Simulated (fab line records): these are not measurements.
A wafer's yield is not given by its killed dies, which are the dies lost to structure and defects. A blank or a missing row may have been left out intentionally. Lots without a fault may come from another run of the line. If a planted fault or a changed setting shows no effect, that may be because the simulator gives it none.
One fault seen from 2 desks	flow berkeley cmos170	every desk sees just its own numbers, and what lay behind them comes last

## METROLOGY DESK
What the gauges read, lot by lot, whatever tool the lot ran on: means of the sampled wafers that have a number. The brackets show how far a lot's mean lies from the usual mean; more than 4 standard deviations puts the lot out of limits, marked OUT.
Columns: A = PLDD_TW at UCB170_PLDD_TW_MEAS_11, usual 1002; B = PSD_TW at UCB170_PSD_TW_MEAS_10, usual 2321; C = NSD_TW at UCB170_NSD_TW_MEAS_10, usual 4162; D = PSD_RS at UCB170_SDANNEAL_RS_MEAS_02, usual 75.5 ohm/sq; E = NSD_RS at UCB170_SDANNEAL_RS_MEAS_03, usual 37.24 ohm/sq
lot	first seen here	A	B	C	D	E
L832	day 7 14:08	991	2286	4063	75.3	37.11
L833	day 7 15:37	992	2334	4204	75.2	37.30
L834	day 8 06:52	1013	2343	4211	75.5	37.21
L835	day 8 07:25	1012	2336	4079	75.3	37.15
L839	day 8 22:35	980	2343	3164 (-18) OUT	75.1	120.01 (+99 or more) OUT
L840	day 9 00:01	1014	2287	3170 (-18) OUT	75.3	119.86 (+99 or more) OUT
L842	day 9 08:47	1015	2323	4184	75.5	37.18
L844	day 9 15:43	1009	2329	4202	75.7	37.37
L846	day 10 11:29	1007	2326	4205	76.2	37.17
L848	day 10 11:47	1006	2269	4169	75.5	37.22
L850	day 10 11:55	985	2271	4080	75.9	37.28
L852	day 11 12:55	985	2333	4126	75.3	37.12
L854	day 11 20:59	983	2343	4206	75.5	37.29
L855	day 11 21:12	1014	2338	4220	75.8	37.18
Finding of this desk: L839, L840 out of limits, first seen on L840 at day 9 15:41 (NSD_TW at UCB170_NSD_TW_MEAS_10). Within limits: L832, L833, L834, L835, L842, L844, L846, L848, L850, L852, L854, L855.

## THE TOOL OWNER'S DESK: implanter-02
UCB170_NSD_IMPLANT_08, tool's own readings: per-lot mean of the sampled wafers with a number, covering each lot this tool ran. The brackets show how far a lot's mean lies from the usual mean; more than 4 standard deviations puts the lot out of limits, marked OUT.
Columns: A = dose ions cm2 at UCB170_NSD_IMPLANT_08, usual 3e+15; B = end station pressure torr at UCB170_NSD_IMPLANT_08, usual 1.26e-05 Torr; C = faraday current uA at UCB170_NSD_IMPLANT_08, usual 9266
lot	first seen here	A	B	C
L832	day 8 04:52	3e+15	1.27e-05	9283
L834	day 8 20:03	3e+15	1.25e-05	9387
L840	day 9 15:26	6e+14 (-99 or more) OUT	6.43e-06 (-9.9) OUT	1878 (-39) OUT
L839	day 9 15:40	6e+14 (-99 or more) OUT	6.83e-06 (-9.3) OUT	1901 (-39) OUT
L855	day 12 11:00	3e+15	1.25e-05	9246
Finding of this desk: L839, L840 out of limits; the first was L840 at day 9 15:26, on dose ions cm2 at UCB170_NSD_IMPLANT_08. Within limits: L832, L834, L855.

## PUT TOGETHER
The tool owner's desk could have raised an alarm at day 9 15:26, on L839, L840.
An alarm was possible from the metrology desk at day 9 15:41, on L839, L840.
Of the lots named, all ran UCB170_NSD_IMPLANT_08 on implanter-02.

## WHAT THE SIMULATOR PUT IN
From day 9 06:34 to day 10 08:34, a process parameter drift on implanter-02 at UCB170_NSD_IMPLANT_08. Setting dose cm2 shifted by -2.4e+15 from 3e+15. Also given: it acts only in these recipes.
Lots struck among those shown: L839, L840.
Time in hours from fault onset to the first out-of-limits reading at each desk: tool owner's desk 9, metrology desk 9.
